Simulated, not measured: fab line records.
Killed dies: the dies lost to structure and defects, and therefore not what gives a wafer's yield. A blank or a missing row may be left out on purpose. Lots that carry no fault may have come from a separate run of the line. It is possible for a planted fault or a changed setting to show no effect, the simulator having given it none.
A struck lot beside a sound one	flow berkeley cmos170	11 steps out of a route of 331
Sound: the wafers L335.3, L335.4, L335.5. The struck wafers were L345.1, L345.3, L345.4. The cause comes at the end.
Each step with rows lists, per side, the tool, then ch with its chambers, then its first start. Under that, the readings that differ: sound wafers	struck wafers	difference of the means	sigmas: that difference in standard deviations of wafers without a fault.
alike: readings whose means differ by less than 2 such deviations, and words and numbers that are the same on both sides. not compared: withheld readings, readings that some wafer has no value for, bounds like >300 that may hide the same value, and numbers for which the record gives no deviation and whose values overlap.
Wherever a step has rows on one side only, a row that says differs or no value, or a row with sigmas, the two part there. Numbers that don't overlap but have no deviation are shown without sigmas and don't part them. Lack of a reading on every wafer of one side parts them only where that side has two or more wafers.

UCB170_START_BOW_MEAS_00:
  sound: film metro-03 at day 2 11:02; struck: film metro-03 at day 4 13:00
  alike: INCOMING_BOW
then, 2 steps without rows for these wafers: UCB170_START_CLEAN_01 (cleans in dHF, time 60 s); UCB170_START_OXIDATION_02 (target thk 20 nm, ox time 1800 s).
UCB170_START_THK_MEAS_03:
  sound: film metro-02 at day 2 15:10; struck: film metro-02 at day 4 16:31
  alike: START_OXIDE_THK
then, 5 steps without rows for these wafers: UCB170_START_ANNEAL_04 (time 1200 s); UCB170_ZERO_HMDS_00 (prime time 60 s); UCB170_ZERO_COAT_01 (resist thk 900 nm); UCB170_ZERO_SOFTBAKE_02 (time 60 s); UCB170_ZERO_EXPOSE_03 (exposes mask PM MARKS, target cd 4000 nm).
UCB170_ZERO_PEB_04:
  sound on litho track-03 ch 0, day 2 21:29; struck on litho track-03, day 4 20:13
  no value came back on the struck wafers for chill plate temp C (C), exhaust pa (Pa); on the sound wafers chill plate temp C (C) reads 23.08 23.10 23.20
then, 1 step without rows for these wafers: UCB170_ZERO_DEVELOP_05 (develop time 45 s).

WHERE THEY PART
UCB170_ZERO_PEB_04 only, going by this record.

WHY: what the simulator had put in
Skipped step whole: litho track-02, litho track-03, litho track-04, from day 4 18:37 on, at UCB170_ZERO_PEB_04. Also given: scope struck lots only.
